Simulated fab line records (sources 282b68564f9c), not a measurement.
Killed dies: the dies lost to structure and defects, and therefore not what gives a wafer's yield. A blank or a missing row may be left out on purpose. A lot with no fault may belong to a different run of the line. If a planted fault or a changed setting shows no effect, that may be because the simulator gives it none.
The tool behind it: which one? + flow ritCmos + 42 wafers sampled from 14 lots at 1 step of a route of 202

## WHAT THE GAUGES SHOWED, per wafer
No reading from a measuring or inspecting step in the record can be judged against a usual standard deviation.

## WHICH TOOL RAN EACH LOT (tool, then ch and the chambers of the sampled wafers, then the start)
| lot  | RIT_REOX_OXIDATION_03        |
|------|------------------------------|
| L164 | furnace-04 ch 0, day 3 04:17 |
| L166 | furnace-03 ch 0, day 3 15:22 |
| L167 | furnace-04 ch 0, day 3 20:08 |
| L168 | furnace-04 ch 0, day 4 02:34 |
| L170 | furnace-01 ch 0, day 4 13:22 |
| L172 | furnace-01 ch 0, day 4 20:35 |
| L174 | furnace-04, day 5 13:46      |
| L175 | furnace-01, day 5 21:03      |
| L180 | furnace-01 ch 0, day 7 08:44 |
| L181 | furnace-04 ch 0, day 7 15:29 |
| L182 | furnace-04 ch 0, day 7 15:29 |
| L183 | furnace-01 ch 0, day 7 21:07 |
| L184 | furnace-01 ch 0, day 8 05:19 |
| L185 | furnace-01 ch 0, day 8 05:19 |
- RIT_REOX_OXIDATION_03: target thk 25.2 nm, ox time 5580 s.

## WHAT THE TOOLS THEMSELVES READ (means of the sampled wafers that have a number; where no wafer has one, the mark that the record gives instead)
RIT_REOX_OXIDATION_03. Usual: oxTempC 899.9 C, standard deviation 0.43; oxTempCMax 904.9, standard deviation 1.3; spikeTcCentreC 902.2 C, standard deviation 1.3.
| lot  | tool       | oxTempC (C) | oxTempCMax | spikeTcCentreC (C) | flag |
|------|------------|-------------|------------|--------------------|------|
| L164 | furnace-04 | 899.9       | 903.6      | 901.7              |      |
| L166 | furnace-03 | 899.8       | 902.8      | 901.7              |      |
| L167 | furnace-04 | 900.2       | 904.7      | 901.0              |      |
| L168 | furnace-04 | 900.2       | 905.0      | 900.9              |      |
| L170 | furnace-01 | 900.5       | 905.4      | 903.0              |      |
| L172 | furnace-01 | 900.0       | 906.1      | 902.6              |      |
| L174 | furnace-04 | -           | -          | -                  | OFF  |
| L175 | furnace-01 | -           | -          | -                  | OFF  |
| L180 | furnace-01 | 899.0       | 905.8      | 903.4              |      |
| L181 | furnace-04 | 900.1       | 904.7      | 902.2              |      |
| L182 | furnace-04 | 899.5       | 903.8      | 900.4              |      |
| L183 | furnace-01 | 899.7       | 905.5      | 903.7              |      |
| L184 | furnace-01 | 899.1       | 905.6      | 904.3              |      |
| L185 | furnace-01 | 899.9       | 906.5      | 903.0              |      |

## THE ANSWER, worked out from the rows above alone
Rule: take the mean of a lot's wafers that have a number; if it is more than 3 standard deviations from the usual mean, the lot is off. Also off: a lot with no number at a reading for which 4 or more lots have one. The other lots that the step has rows for count as sound. First the gauges in route order, then the tools' own readings, where a lot's mean is used as printed above. At the first step where some lot is off, the reading lying furthest off is the one used; lots without a number count as furthest.
Off: L174, L175, at RIT_REOX_OXIDATION_03 (oxTempC). Without a number there: L174, L175.
If a tool, at that step or one of the process steps before it, ran each lot that is off and ran no sound lot following the first of them, it fits. Not one of the candidates tried fits.

## WHAT THE SIMULATOR HAD INSERTED
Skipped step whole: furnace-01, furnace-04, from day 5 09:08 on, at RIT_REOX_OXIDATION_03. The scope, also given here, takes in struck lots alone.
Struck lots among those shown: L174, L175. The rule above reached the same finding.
